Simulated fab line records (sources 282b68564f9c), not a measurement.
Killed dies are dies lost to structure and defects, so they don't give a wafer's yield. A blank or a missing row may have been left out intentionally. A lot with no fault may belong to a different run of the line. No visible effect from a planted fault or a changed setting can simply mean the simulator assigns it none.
fab line records + flow ritCmos
record:
- lots: 6
- wafers: 18
- lastDay: 8
route steps=202 shown GATE@92 REOX@98 NLDD@103 M1@202
lots that met no fault: from a run of the same line without faults
startH: start of the lot's first displayed wafer, in hours after the record's first day + waitH: hours from the lot's prior step to this one + " the same as in the row above + L1.1+2: a single row standing in for several wafers + - no value present, or no start provided + * or withheld: withheld + < > ~ a bound
route shown NAME@n: a module of which the file shows steps, and the number in the route of the first + usual: mean/standard deviation of fault-free wafers + same: alike in all rows + chamber/n: place in a boat + sites: per-site readings + _std_site: standard deviation of those values + _edge_site: the outer-site mean with the inner-site mean subtracted + radiusMm: how far each site lies from the wafer's centre + mask NAME#n: copy n + behind: the last tool/chamber to shape the wafer + hold: why the lot went on hold/how many hours it stayed there/how the hold came to an end + device: transistor that didn't switch, given as n, p or np + end of line: at the end of the route, the tests of the same wafers + step lacking rows: just its recipe + killed: not the wafer's yield, but the dies lost to structure and defects at the first sort + map: shows each die of a wafer: x if killed, . if not, _ if none is there
set.NAME: the run value of the setting; set.NAME@STEP: its run value at that earlier step + model.NAME: the simulator's own value behind a step, which no gauge read
lots at some steps of the route; a table a step, a row a wafer
services: a tool's chamber out of use, with start hour (startH, from the record's first day; less than 0 if before it), hours out, and reason
== steps ==
step: RIT_GATE_CD_MEAS_16
recipe:
- targetCdNm: 150
usual:
- cdNm: 150.1/2.4
| lot.wafer | tool     | chamber | startH | waitH | cdNm  |
|-----------|----------|---------|--------|-------|-------|
| L489.1    | cdSem-01 | -       | 44.70  | -     | 148.6 |
| L489.4    | "        | -       | "      | "     | 147.2 |
| L489.6    | "        | -       | "      | "     | 148.6 |
| L490.1    | cdSem-02 | -       | 47.58  | -     | 152.9 |
| L490.3    | "        | -       | "      | "     | 151.5 |
| L490.6    | "        | -       | "      | "     | 153.6 |
| L494.1    | cdSem-02 | -       | 74.32  | -     | 145.0 |
| L494.2    | "        | -       | "      | "     | 145.3 |
| L494.6    | "        | -       | "      | "     | 146.0 |
| L495.3    | cdSem-01 | -       | 76.15  | -     | 150.6 |
| L495.4    | "        | -       | "      | "     | 150.0 |
| L495.5    | "        | -       | "      | "     | 151.6 |
| L508.2    | cdSem-02 | -       | 158.97 | -     | 149.6 |
| L508.3    | "        | -       | "      | "     | 152.2 |
| L508.5    | "        | -       | "      | "     | 152.9 |
| L511.1    | cdSem-02 | -       | 172.90 | -     | 149.8 |
| L511.4    | "        | -       | "      | "     | 150.0 |
| L511.6    | "        | -       | "      | "     | 149.1 |
step: RIT_GATE_OVL_MEAS_17
usual:
- GATE_OVL: -0.1/1.3
| lot.wafer | tool       | chamber | startH | waitH | GATE_OVL[nm] |
|-----------|------------|---------|--------|-------|--------------|
| L489.1    | overlay-02 | -       | 44.82  | 0.1   | -0.9         |
| L489.4    | "          | -       | "      | "     | -0.7         |
| L489.6    | "          | -       | "      | "     | -0.6         |
| L490.1    | overlay-01 | -       | 47.70  | 0.1   | -1.6         |
| L490.3    | "          | -       | "      | "     | -2.3         |
| L490.6    | "          | -       | "      | "     | 0.0          |
| L494.1    | overlay-02 | -       | 74.44  | 0.1   | 0.8          |
| L494.2    | "          | -       | "      | "     | 1.2          |
| L494.6    | "          | -       | "      | "     | 0.9          |
| L495.3    | overlay-01 | -       | 76.24  | 0.1   | 0.9          |
| L495.4    | "          | -       | "      | "     | -0.4         |
| L495.5    | "          | -       | "      | "     | 0.0          |
| L508.2    | overlay-01 | -       | 159.07 | 0.1   | 0.9          |
| L508.3    | "          | -       | "      | "     | -0.6         |
| L508.5    | "          | -       | "      | "     | -0.7         |
| L511.1    | overlay-01 | -       | 173.02 | 0.1   | -2.0         |
| L511.4    | "          | -       | "      | "     | -0.5         |
| L511.6    | "          | -       | "      | "     | -2.4         |
step: RIT_GATE_HARDBAKE_18
recipe:
- resist: NOVOLAK
- tempC: 140
- timeS: 60
step: RIT_GATE_ETCH_19
recipe:
- chemistry: SF6/CHF3/O2
- timeS: 165
- SF6_flow_sccm: 30
- CHF3_flow_sccm: 30
- O2_flow_sccm: 5
- target: poly-Si
- pressureMtorr: 40
- rfW: 160
- targetDepthA: 3125
- overEtchFrac: 0.25
- stopOn: SiO2
usual:
- chamberPressureMTorr: 40.00/0.041
- drypumpMotorCurrentA: 5.7/0.61
- oesProductAu: 0.847/0.014
- throttleValvePct: 10.23/0.15
| lot.wafer | tool     | chamber | startH | waitH | chamberPressureMTorr | drypumpMotorCurrentA | oesProductAu | rfHoursCounterH | throttleValvePct |
|-----------|----------|---------|--------|-------|----------------------|----------------------|--------------|-----------------|------------------|
| L489.1    | rieSi-02 | 3       | 45.01  | 0.1   | 40.03                | 5.4                  | 0.827        | 145             | 10.21            |
| L489.4    | "        | 2       | "      | "     | 40.03                | 5.9                  | 0.822        | -               | 10.04            |
| L489.6    | "        | 3       | "      | "     | 39.95                | 5.4                  | 0.832        | -               | 10.21            |
| L490.1    | rieSi-01 | 0       | 47.88  | 0.1   | 39.93                | 6.2                  | 0.856        | 78              | 10.40            |
| L490.3    | "        | 3       | "      | "     | 39.98                | 4.7                  | 0.851        | 85              | 10.07            |
| L490.6    | "        | 1       | "      | "     | 39.94                | 6.5                  | 0.880        | -               | 10.34            |
| L494.1    | rieSi-01 | 1       | 74.63  | 0.1   | 39.99                | 6.5                  | 0.881        | 62              | 10.33            |
| L494.2    | "        | 0       | "      | "     | 39.95                | 6.2                  | 0.854        | 78              | 10.38            |
| L494.6    | "        | 2       | "      | "     | 39.94                | 5.0                  | 0.866        | -               | 10.05            |
| L495.3    | rieSi-02 | 0       | 76.42  | 0.1   | 39.92                | 5.6                  | 0.845        | 1               | 10.44            |
| L495.4    | "        | 3       | "      | "     | 39.97                | 5.4                  | 0.832        | 145             | 10.22            |
| L495.5    | "        | 1       | "      | "     | 39.92                | 6.4                  | 0.850        | -               | 10.33            |
| L508.2    | rieSi-02 | 1       | 159.25 | 0.1   | 39.99                | 6.4                  | 0.844        | 76              | 10.34            |
| L508.3    | "        | 0       | "      | "     | 40.03                | 5.6                  | 0.847        | 2               | 10.43            |
| L508.5    | "        | 3       | "      | "     | 39.99                | 5.4                  | 0.832        | -               | 10.21            |
| L511.1    | rieSi-02 | 3       | 173.21 | 0.1   | 40.00                | 5.4                  | 0.858        | 0               | 10.20            |
| L511.4    | "        | 2       | "      | "     | 40.11                | 5.9                  | 0.831        | 31              | 10.05            |
| L511.6    | "        | 2       | "      | "     | 39.97                | 5.9                  | 0.857        | -               | 10.05            |
step: RIT_GATE_STRIP_20
recipe:
- chemistry: O2
- timeS: 180
- resist: NOVOLAK
- platenTempC: withheld
- powerW: 500
- pressureMtorr: 4000
- o2FlowSccm: 4000
usual:
- chamberPressureMTorr: 4000/3.4
- drypumpMotorCurrentA: 5.8/0.51
- rfReflPowerW: 7.3/0.86
| lot.wafer | tool           | chamber | startH | waitH | chamberPressureMTorr | drypumpMotorCurrentA | rfHoursCounterH | rfReflPowerW |
|-----------|----------------|---------|--------|-------|----------------------|----------------------|-----------------|--------------|
| L489.1    | plasmaAsher-03 | 0       | 45.11  | 0.1   | 3996                 | 6.4                  | 27              | 7.8          |
| L489.4    | "              | 0       | "      | "     | 3997                 | 6.4                  | -               | 7.6          |
| L489.6    | "              | 1       | "      | "     | 4002                 | 5.9                  | -               | 7.9          |
| L490.1    | plasmaAsher-03 | 1       | 47.99  | 0.1   | 3998                 | 5.9                  | 28              | 8.5          |
| L490.3    | "              | 1       | "      | "     | 4003                 | 5.9                  | -               | 7.8          |
| L490.6    | "              | 1       | "      | "     | 4001                 | 5.9                  | -               | 7.9          |
| L494.1    | plasmaAsher-01 | 0       | 74.74  | 0.1   | 4005                 | 4.7                  | 39              | 7.7          |
| L494.2    | "              | 1       | "      | "     | 4006                 | 6.0                  | 39              | 7.4          |
| L494.6    | "              | 1       | "      | "     | 4005                 | 6.0                  | -               | 7.3          |
| L495.3    | plasmaAsher-01 | 0       | 76.58  | 0.1   | 3998                 | 4.7                  | -               | 7.7          |
| L495.4    | "              | 1       | "      | "     | 4004                 | 6.0                  | -               | 7.3          |
| L495.5    | "              | 1       | "      | "     | 3997                 | 6.0                  | -               | 7.5          |
| L508.2    | plasmaAsher-01 | 1       | 159.36 | 0.1   | 3997                 | 6.0                  | 48              | 7.4          |
| L508.3    | "              | 1       | "      | "     | 3998                 | 6.0                  | -               | 7.4          |
| L508.5    | "              | 0       | "      | "     | 4008                 | 4.7                  | -               | 8.2          |
| L511.1    | plasmaAsher-04 | 1       | 173.32 | 0.1   | 3993                 | 5.9                  | 5               | 6.1          |
| L511.4    | "              | 1       | "      | "     | 4001                 | 5.9                  | -               | 6.4          |
| L511.6    | "              | 1       | "      | "     | 3995                 | 5.9                  | -               | 6.5          |
step: RIT_GATE_CD_MEAS_90
recipe:
- targetCdNm: 150
usual:
- cdNm: 150.1/2.3
| lot.wafer | tool     | chamber | startH | waitH | cdNm  |
|-----------|----------|---------|--------|-------|-------|
| L489.1    | cdSem-01 | -       | 45.29  | 0.1   | 148.5 |
| L489.4    | "        | -       | "      | "     | 146.9 |
| L489.6    | "        | -       | "      | "     | 148.9 |
| L490.1    | cdSem-01 | -       | 48.16  | 0.1   | 152.8 |
| L490.3    | "        | -       | "      | "     | 151.7 |
| L490.6    | "        | -       | "      | "     | 153.5 |
| L494.1    | cdSem-01 | -       | 74.91  | 0.1   | 145.0 |
| L494.2    | "        | -       | "      | "     | 145.8 |
| L494.6    | "        | -       | "      | "     | 146.3 |
| L495.3    | cdSem-01 | -       | 76.74  | 0.1   | 150.5 |
| L495.4    | "        | -       | "      | "     | 149.9 |
| L495.5    | "        | -       | "      | "     | 151.5 |
| L508.2    | cdSem-02 | -       | 159.56 | 0.1   | 149.8 |
| L508.3    | "        | -       | "      | "     | 151.9 |
| L508.5    | "        | -       | "      | "     | 152.7 |
| L511.1    | cdSem-02 | -       | 173.49 | 0.1   | 149.4 |
| L511.4    | "        | -       | "      | "     | 149.6 |
| L511.6    | "        | -       | "      | "     | 149.1 |
step: RIT_REOX_CLEAN_00
recipe:
- chemistry: SC1
- mix: 3:3:50
- timeS: 600
- tempC: 75
step: RIT_REOX_CLEAN_01
recipe:
- chemistry: dHF
- dilution: 50:1
- timeS: 30
step: RIT_REOX_CLEAN_02
recipe:
- chemistry: SC2
- mix: 3:3:50
- timeS: 600
- tempC: 75
- dry: n2Spin
step: RIT_REOX_OXIDATION_03
recipe:
- tempC: 900
- ambient: O2
- targetThkA: 252
- oxTimeS: 5580
step: RIT_REOX_THK_MEAS_04
recipe:
- reads: SiO2_of_REOX_OXIDATION_03
usual:
- REOX_OXIDE_THK: 25.1/0.37
| lot.wafer | tool         | chamber | startH | waitH | REOX_OXIDE_THK[nm] |
|-----------|--------------|---------|--------|-------|--------------------|
| L489.1    | filmMetro-02 | -       | 51.15  | 0.0   | 24.9               |
| L489.4    | "            | -       | "      | "     | 24.5               |
| L489.6    | "            | -       | "      | "     | 25.2               |
| L490.1    | filmMetro-01 | -       | 53.14  | 0.0   | 24.8               |
| L490.3    | "            | -       | "      | "     | 25.2               |
| L490.6    | "            | -       | "      | "     | 25.5               |
| L494.1    | filmMetro-03 | -       | 78.14  | 0.0   | 25.3               |
| L494.2    | "            | -       | "      | "     | 25.9               |
| L494.6    | "            | -       | "      | "     | 25.7               |
| L495.3    | filmMetro-01 | -       | 81.05  | 0.0   | 25.0               |
| L495.4    | "            | -       | "      | "     | 24.7               |
| L495.5    | "            | -       | "      | "     | 24.7               |
| L508.2    | filmMetro-01 | -       | 163.98 | 0.0   | 25.4               |
| L508.3    | "            | -       | "      | "     | 24.9               |
| L508.5    | "            | -       | "      | "     | 24.8               |
| L511.1    | filmMetro-01 | -       | 178.71 | 0.0   | 24.8               |
| L511.4    | "            | -       | "      | "     | 24.9               |
| L511.6    | "            | -       | "      | "     | 25.2               |
step: RIT_NLDD_HMDS_00
recipe:
- primeTimeS: 60
- primeTempC: 140
step: RIT_NLDD_COAT_01
recipe:
- resist: NOVOLAK
- spinRpm: 3250
- resistThkNm: 1000
usual:
- resistLineTempC: 22.99/0.11
| lot.wafer | tool          | chamber | startH | waitH | resistLineTempC | model.NOVOLAK_of_NLDD_COAT_01.thkNm |
|-----------|---------------|---------|--------|-------|-----------------|-------------------------------------|
| L489.1    | lithoTrack-02 | 0       | 51.36  | 0.1   | 23.04           | 1001                                |
| L489.4    | "             | 0       | "      | "     | 23.27           | 998.4                               |
| L489.6    | "             | 0       | "      | "     | 23.23           | 998.8                               |
| L490.1    | lithoTrack-03 | 0       | 53.35  | 0.1   | 23.02           | 1003                                |
| L490.3    | "             | 0       | "      | "     | 23.00           | 1004                                |
| L490.6    | "             | 0       | "      | "     | 23.08           | 1004                                |
| L494.1    | lithoTrack-02 | 0       | 78.35  | 0.1   | 23.01           | 1078                                |
| L494.2    | "             | 0       | "      | "     | 23.02           | 1080                                |
| L494.6    | "             | 0       | "      | "     | 22.97           | 1079                                |
| L495.3    | lithoTrack-02 | 0       | 81.29  | 0.1   | 22.98           | 1081                                |
| L495.4    | "             | 0       | "      | "     | 22.86           | 1085                                |
| L495.5    | "             | 0       | "      | "     | 22.92           | 1085                                |
| L508.2    | lithoTrack-01 | 0       | 164.21 | 0.1   | 23.11           | 1003                                |
| L508.3    | "             | 0       | "      | "     | 22.89           | 998                                 |
| L508.5    | "             | 0       | "      | "     | 22.89           | 1003                                |
| L511.1    | lithoTrack-03 | 0       | 178.92 | 0.1   | 22.93           | 1005                                |
| L511.4    | "             | 0       | "      | "     | 23.03           | 1003                                |
| L511.6    | "             | 0       | "      | "     | 22.99           | 1003                                |
step: RIT_NLDD_SOFTBAKE_02
recipe:
- resist: NOVOLAK
- tempC: 90
- timeS: 60
step: RIT_NLDD_EXPOSE_03
recipe:
- maskId: M7
- na: 0.57
- targetCdNm: 40700
- doseMj: 250
step: RIT_NLDD_PEB_04
recipe:
- resist: NOVOLAK
- tempC: withheld
- timeS: withheld
step: RIT_NLDD_DEVELOP_05
recipe:
- resist: NOVOLAK
- developTimeS: 50
- devTempC: 23
step: RIT_NLDD_OVL_MEAS_06
usual:
- NLDD_OVL: 0.2/1.4
| lot.wafer | tool       | chamber | startH | waitH | NLDD_OVL[nm] |
|-----------|------------|---------|--------|-------|--------------|
| L489.1    | overlay-01 | -       | 52.31  | -     | -1.3         |
| L489.4    | "          | -       | "      | "     | -1.4         |
| L489.6    | "          | -       | "      | "     | 0.3          |
| L490.1    | overlay-01 | -       | 54.18  | -     | 1.1          |
| L490.3    | "          | -       | "      | "     | -1.2         |
| L490.6    | "          | -       | "      | "     | 1.2          |
| L494.1    | overlay-02 | -       | 79.06  | -     | 1.9          |
| L494.2    | "          | -       | "      | "     | 1.5          |
| L494.6    | "          | -       | "      | "     | 1.1          |
| L495.3    | overlay-01 | -       | 81.95  | -     | -0.4         |
| L495.4    | "          | -       | "      | "     | 2.4          |
| L495.5    | "          | -       | "      | "     | 0.4          |
| L508.2    | overlay-02 | -       | 165.17 | -     | -0.4         |
| L508.3    | "          | -       | "      | "     | 0.9          |
| L508.5    | "          | -       | "      | "     | 0.2          |
| L511.1    | overlay-02 | -       | 179.75 | -     | -1.1         |
| L511.4    | "          | -       | "      | "     | 1.0          |
| L511.6    | "          | -       | "      | "     | 0.3          |
step: RIT_NLDD_HARDBAKE_07
recipe:
- resist: NOVOLAK
- tempC: 140
- timeS: 60
usual:
- resistLineTempC: 22.99/0.12
| lot.wafer | tool          | chamber | startH | waitH | resistLineTempC | model.NOVOLAK_of_NLDD_COAT_01.thkNm |
|-----------|---------------|---------|--------|-------|-----------------|-------------------------------------|
| L489.1    | lithoTrack-02 | 0       | 52.34  | 0.0   | 23.07           | 884.6                               |
| L489.4    | "             | 0       | "      | "     | 23.06           | 882.3                               |
| L489.6    | "             | 0       | "      | "     | 23.07           | 882.8                               |
| L490.1    | lithoTrack-02 | 0       | 54.21  | 0.0   | 22.78           | 886.8                               |
| L490.3    | "             | 0       | "      | "     | 22.87           | 887.1                               |
| L490.6    | "             | 0       | "      | "     | 22.87           | 887.7                               |
| L494.1    | lithoTrack-01 | 0       | 79.10  | 0.0   | 22.86           | 952.2                               |
| L494.2    | "             | 0       | "      | "     | 22.96           | 953.4                               |
| L494.6    | "             | 0       | "      | "     | 22.91           | 952.9                               |
| L495.3    | lithoTrack-02 | 0       | 82.02  | 0.1   | 23.02           | 954.3                               |
| L495.4    | "             | 0       | "      | "     | 23.10           | 957.7                               |
| L495.5    | "             | 0       | "      | "     | 22.95           | 958                                 |
| L508.2    | lithoTrack-03 | 0       | 165.23 | 0.0   | 22.95           | 886.3                               |
| L508.3    | "             | 0       | "      | "     | 23.10           | 882                                 |
| L508.5    | "             | 0       | "      | "     | 22.96           | 886.5                               |
| L511.1    | lithoTrack-03 | 0       | 179.78 | 0.0   | 22.92           | 888.4                               |
| L511.4    | "             | 0       | "      | "     | 23.04           | 886.8                               |
| L511.6    | "             | 0       | "      | "     | 22.93           | 886.4                               |
step: RIT_NLDD_IMPLANT_08
recipe:
- species: P
- energyKev: 20
- doseCm2: 5e+14
- tiltDeg: 7
step: RIT_M1_PROBE_99
usual:
- killedAtContacts: 0.0/0.22
- killedAtFrontEnd: 6.6/2.7
- killedDies: 6.7/2.7
- killedOpen: 3.4/2
- killedShort: 3.2/1.8
same:
- grossDies: 264
- killed_at_M0_to_M3: 0
- killed_at_M4_up: 0
- killedAtBackSide: 0
- killedAtOther: 0
| lot.wafer | tool      | chamber | startH | waitH | killedAtContacts | killedAtFrontEnd | killedDies | killedOpen | killedShort | model.etest.nplusSal.widthNm | model.etest.pplusSal.widthNm |
|-----------|-----------|---------|--------|-------|------------------|------------------|------------|------------|-------------|------------------------------|------------------------------|
| L489.1    | prober-01 | -       | 69.74  | 0.1   | 0                | 4                | 4          | 2          | 2           | 3455                         | 3447                         |
| L489.4    | prober-01 | -       | 69.89  | 0.2   | 0                | 8                | 8          | 4          | 4           | 3451                         | 3439                         |
| L489.6    | prober-01 | -       | 69.99  | 0.2   | 0                | 7                | 7          | 5          | 2           | 3444                         | 3440                         |
| L490.1    | prober-02 | -       | 71.24  | 0.1   | 0                | 2                | 2          | 0          | 2           | 3444                         | 3424                         |
| L490.3    | prober-02 | -       | 71.34  | 0.2   | 1                | 2                | 3          | 0          | 3           | 3434                         | 3442                         |
| L490.6    | prober-02 | -       | 71.49  | 0.2   | 0                | 2                | 2          | 0          | 2           | 3440                         | 3451                         |
| L494.1    | prober-02 | -       | 94.60  | 0.1   | 0                | 7                | 7          | 5          | 2           | 3482                         | 3482                         |
| L494.2    | prober-02 | -       | 94.65  | 0.1   | 0                | 5                | 5          | 4          | 1           | 3478                         | 3484                         |
| L494.6    | prober-02 | -       | 94.85  | 0.2   | 0                | 6                | 6          | 3          | 3           | 3480                         | 3468                         |
| L495.3    | prober-01 | -       | 97.90  | 0.2   | 0                | 6                | 6          | 4          | 2           | 3434                         | 3462                         |
| L495.4    | prober-01 | -       | 97.95  | 0.2   | 0                | 6                | 6          | 3          | 3           | 3469                         | 3453                         |
| L495.5    | prober-01 | -       | 98.00  | 0.2   | 0                | 11               | 11         | 6          | 5           | 3467                         | 3446                         |
| L508.2    | prober-01 | -       | 181.72 | 0.1   | 0                | 6                | 6          | 2          | 4           | 3444                         | 3447                         |
| L508.3    | prober-01 | -       | 181.77 | 0.2   | 0                | 2                | 2          | 2          | 0           | 3460                         | 3470                         |
| L508.5    | prober-01 | -       | 181.87 | 0.2   | 0                | 4                | 4          | 2          | 2           | 3456                         | 3461                         |
| L511.1    | prober-01 | -       | 195.09 | 0.1   | 0                | 6                | 6          | 2          | 4           | 3430                         | 3446                         |
| L511.4    | prober-01 | -       | 195.24 | 0.2   | 0                | 7                | 7          | 6          | 1           | 3425                         | 3435                         |
| L511.6    | prober-01 | -       | 195.34 | 0.2   | 0                | 6                | 6          | 4          | 2           | 3458                         | 3443                         |
killed by level:class
L489.1 FOX1:geometricParticle:open=1 GATE:geometricParticle:short=1 SPACER:geometricParticle:short=1 SPACER:geometricParticle:open=1
L489.4 FOX1:geometricParticle:short=3 GATE:geometricParticle:open=3 FOX1:geometricParticle:open=1 GATE:geometricParticle:short=1
L489.6 FOX1:geometricParticle:open=2 FOX1:geometricParticle:short=1 GATE:geometricParticle:open=1 REOX:geometricParticle:open=1 REOX:geometricParticle:short=1 SPACER:geometricParticle:open=1
L490.1 GATE:geometricParticle:short=1 REOX:geometricParticle:short=1
L490.3 GATE:geometricParticle:short=2 CONTACT:geometricParticle:short=1
L490.6 GATE:geometricParticle:short=1 SILICIDE:geometricParticle:short=1
L494.1 GATE:geometricParticle:open=3 SILICIDE:geometricParticle:open=2 GATE:geometricParticle:short=1 SILICIDE:geometricParticle:short=1
L494.2 SPACER:geometricParticle:open=2 FOX2:geometricParticle:open=1 GATE:geometricParticle:open=1 SPACER:geometricParticle:short=1
L494.6 GATE:geometricParticle:open=2 GATE:geometricParticle:short=2 SPACER:geometricParticle:short=1 SPACER:geometricParticle:open=1
L495.3 GATE:geometricParticle:open=3 SILICIDE:geometricParticle:short=2 SILICIDE:geometricParticle:open=1
L495.4 GATE:geometricParticle:open=3 SILICIDE:geometricParticle:short=2 GATE:geometricParticle:short=1
L495.5 GATE:geometricParticle:short=3 FOX1:geometricParticle:open=2 SILICIDE:geometricParticle:open=2 SILICIDE:geometricParticle:short=2 FOX2:geometricParticle:open=1 GATE:geometricParticle:open=1
L508.2 SPACER:geometricParticle:short=2 FOX2:geometricParticle:short=1 GATE:geometricParticle:open=1 SPACER:geometricParticle:open=1 SILICIDE:geometricParticle:short=1
L508.3 GATE:geometricParticle:open=1 SILICIDE:geometricParticle:open=1
L508.5 FOX1:geometricParticle:open=1 GATE:geometricParticle:open=1 GATE:geometricParticle:short=1 SPACER:geometricParticle:short=1
L511.1 GATE:geometricParticle:open=2 SPACER:geometricParticle:short=2 FOX1:geometricParticle:short=1 GATE:geometricParticle:short=1
L511.4 GATE:geometricParticle:open=5 FOX1:geometricParticle:short=1 FOX1:geometricParticle:open=1
L511.6 FOX1:geometricParticle:open=3 REOX:geometricParticle:short=2 GATE:geometricParticle:open=1
== services ==
| tool           | chamber | startH | hours | kind          |
|----------------|---------|--------|-------|---------------|
| rieSi-02       | 0       | 23.60  | 3.7   | repair        |
| rieSi-02       | 1       | 39.93  | 5.8   | repair        |
| rieSi-01       | 2       | 54.40  | 11.3  | repair        |
| rieSi-01       | 1       | 76.73  | 5.1   | repair        |
| rieSi-02       | -       | 91.81  | 0.1   | repair        |
| plasmaAsher-01 | -       | 103.33 | 0.4   | repair        |
| plasmaAsher-04 | -       | 108.75 | 9.0   | pm            |
| plasmaAsher-04 | 0       | 108.75 | 9.0   | ventCycle     |
| plasmaAsher-04 | 1       | 108.75 | 9.0   | ventCycle     |
| plasmaAsher-04 | 0       | 117.75 | -     | clean         |
| plasmaAsher-04 | 1       | 117.75 | -     | clean         |
| rieSi-01       | 1       | 121.53 | 2.1   | repair        |
| rieSi-02       | 3       | 131.90 | -     | clean         |
| rieSi-02       | 3       | 131.90 | 18.8  | scheduledDown |
| rieSi-02       | 3       | 131.90 | 18.8  | ventCycle     |
| plasmaAsher-04 | -       | 146.74 | 1.6   | repair        |
== key ==
firstSign none at tools or gauges
modelEffect:
- step: RIT_NLDD_COAT_01
- value: NOVOLAK_of_NLDD_COAT_01.thkNm
- without: 999.7
- struck: 1081
modelEffect:
- step: RIT_NLDD_HARDBAKE_07
- value: NOVOLAK_of_NLDD_COAT_01.thkNm
- without: 883.5
- struck: 954.8
modelEffect:
- step: RIT_M1_PROBE_99
- value: etest.nplusSal.widthNm
- without: 3456
- struck: 3468
metAt RIT_NLDD_COAT_01
struckWafers L494.1,L494.2,L494.6,L495.3,L495.4,L495.5
testerLeftOut L494,L495
onsetBetween 51.36 78.35
fault:
- kind: processParameterDrift
- tool: lithoTrack-02
- chamber: -
- onsetH: 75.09
- steps: RIT_NLDD_COAT_01
- channel: resistThkNm
- offset: 81.481
- shape: step
- endH: 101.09
- actsIn: theseRecipesOnly
- stated: 1000
testerLeftOut: of these lots the tester's yield and bins aren't shown, on N5 and GAA mostly nor the transistor test; their killed dies are dies lost to structure and defects alone, not to doping, threshold or leakage, so they don't give the yield
